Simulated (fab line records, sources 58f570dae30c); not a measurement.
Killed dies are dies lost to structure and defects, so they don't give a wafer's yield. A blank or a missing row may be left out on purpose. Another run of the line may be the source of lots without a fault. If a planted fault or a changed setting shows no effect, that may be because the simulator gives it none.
Which tool did it?    flow berkeley cmos170    Sampling: 7 lots, 21 wafers, 3 of 331 route steps

WHAT EACH GAUGE READ, for each wafer
UCB170_NLDD_TW_MEAS_11.
lot   measured      on             NLDD_TW
L588  day 8 05:44   film metro-01  2224 2220 2225
L594  day 9 01:51   film metro-02  2186 2188 2167
L593  day 9 01:34   film metro-01  2234 2235 2225
L598  day 9 20:37   film metro-03  2212 2213 2214
L601  day 10 08:44  film metro-01  2234 2223 2223
L603  day 11 05:17  film metro-03  2337 2348 2344
L604  day 11 06:32  film metro-03  2227 2233 2245

WHAT TOOL EACH LOT RAN ON (gives the tool, then ch and the chambers of the sampled wafers, and finally the start)
lot   UCB170_NLDD_IMPLANT_08           UCB170_NLDD_STRIP_10
L588  implanter-01 ch 0, day 8 05:22   plasma asher-02 ch 0,1, day 8 05:39
L594  implanter-04 ch 0, day 9 01:29   plasma asher-01 ch 0,1, day 9 01:46
L593  implanter-01 ch 0, day 9 01:11   plasma asher-02 ch 0,1, day 9 01:27
L598  implanter-04 ch 0, day 9 20:13   plasma asher-02 ch 0,1, day 9 20:31
L601  implanter-02 ch 0, day 10 08:22  plasma asher-04 ch 0,1, day 10 08:39
L603  implanter-01 ch 0, day 11 04:53  plasma asher-02 ch 0,1, day 11 05:11
L604  implanter-02 ch 0, day 11 06:10  plasma asher-04 ch 0,1, day 11 06:27
- UCB170_NLDD_IMPLANT_08
- UCB170_NLDD_STRIP_10: strips in O2.

THE ANSWER, worked out from the rows above alone
Rule: the usual values come from the lots themselves. The widest of any qualifying gaps counts: lots, ordered by their means at a reading, are off when they make up no more than a third of the lots, leave a main group of 4 or more, and stand apart from it by 3 or more times the standard deviation of that group's means. Not used: any main group whose means are identical at the precision the tables above print for the reading. A lot without any number at a reading at which 4 lots or more have one is off too. All remaining lots with rows at the step are treated as sound.
Off: L603, at UCB170_NLDD_TW_MEAS_11 (NLDD_TW). The main group has a mean of 2218 with a standard deviation of 18.
A tool fits if, at a process step before that reading, it ran every lot that is off, and no sound lot after the first of them. Those tools and the gauges at UCB170_NLDD_TW_MEAS_11 are tried in the same way. Undecided on this evidence; 2 tools fit (implanter-01 at UCB170_NLDD_IMPLANT_08, plasma asher-02 at UCB170_NLDD_STRIP_10).

WHAT THE SIMULATOR HAD INSERTED
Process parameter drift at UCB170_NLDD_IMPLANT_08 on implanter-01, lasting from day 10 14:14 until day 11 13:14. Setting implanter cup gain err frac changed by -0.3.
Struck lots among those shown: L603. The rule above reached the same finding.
